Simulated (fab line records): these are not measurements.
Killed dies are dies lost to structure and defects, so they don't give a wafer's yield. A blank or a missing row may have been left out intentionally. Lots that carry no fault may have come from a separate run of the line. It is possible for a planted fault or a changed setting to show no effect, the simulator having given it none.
Problem report in the 8D (eight disciplines) form, filled by code | flow rit-cmos | the parts of the form that need people (team, actions taken, sign-off) are left out

## 1. WHAT IS WRONG
At RIT_GATE_DEVELOP_15, developer-temp-C averages 22.31 C over 7 wafers from 3 lots, while fault-free wafers read 22.97 C, standard deviation 0.12. Measured from the usual mean, that is -5.5 standard deviations.
The step: develop time 50 s.
The first sign was on wafer L187.4 at day 4 15:00, on litho-track-01. The record holds 43 wafers of 15 lots with a number at this step. Rule for "out" (also "out of limits"): further than 4 standard deviations from the usual mean. The rest of the wafers with a number are treated as sound.

## 2. WHAT IT IS; WHAT IT IS NOT
question                    | is                     | is not
which readings at this step | developer-temp-C       | -
which lots                  | L187, L188, L190       | L180, L181, L182, L183, L184, L185, L186, L189, L192, L196, L197, L199
which wafers of those lots  | all that have a number | -
read on which tools         | litho-track-01         | litho-track-02, litho-track-04
when                        | from day 4 15:00       | up to then (21 sound wafers); but 15 sound wafers of L189, L192, L196, L197, L199 came after

## 3. SUSPECTS, AND WHAT RULES EACH OUT
Counting: a tool at a process step up to the reading stays a suspect if it ran every lot that is out and no sound lot after the first of them.
- litho-track-01 at RIT_GATE_DEVELOP_15 (develop time 50 s): kept. All lots that are out passed through it, beginning with L187 at day 4 15:00, and no sound lot followed; its final sound lot before that point was L186 at day 4 07:00. On those wafers its own readings are out: developer-temp-C.
Remaining after the count: litho-track-01 at RIT_GATE_DEVELOP_15.

## 4. THE CAUSE (what the simulator had put in)
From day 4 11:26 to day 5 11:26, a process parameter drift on litho-track-01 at RIT_GATE_DEVELOP_15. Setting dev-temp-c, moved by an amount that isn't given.
Counting left only this tool.

## 5. THE CHAIN OF EFFECTS, in route order
One row per reading whose mean, taken over the struck wafers that have a number, lies over 3 standard deviations from the usual. Readings are gone through only where the record gives a usual standard deviation; hours: the median, over the lots, of the time from a lot's start at the first step in this table giving one to that lot's start at this step; sigmas: the change measured in usual standard deviations.
hours | step                | reading            | usual   | on struck wafers | change | sigmas
0     | RIT_GATE_DEVELOP_15 | developer-temp-C   | 22.97 C | 22.31            | -0.66  | -5.5
22    | RIT_M1_PROBE_99     | killed-at-contacts | 0.1     | 1.0              | +0.9   | +3.1
Here are the process steps it includes:
- RIT_GATE_DEVELOP_15: develop time 50 s.
- RIT_M1_PROBE_99
Later measuring or inspecting steps at which every struck wafer that the step has a row for has a number for every such reading, and none has moved that far: RIT_M1_BOW_MEAS_16.

## 6. HOW IT WOULD HAVE BEEN CAUGHT EARLIER
The fault began at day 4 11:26; the first out-of-limits reading in this record came at day 4 15:00, 4 hours later.
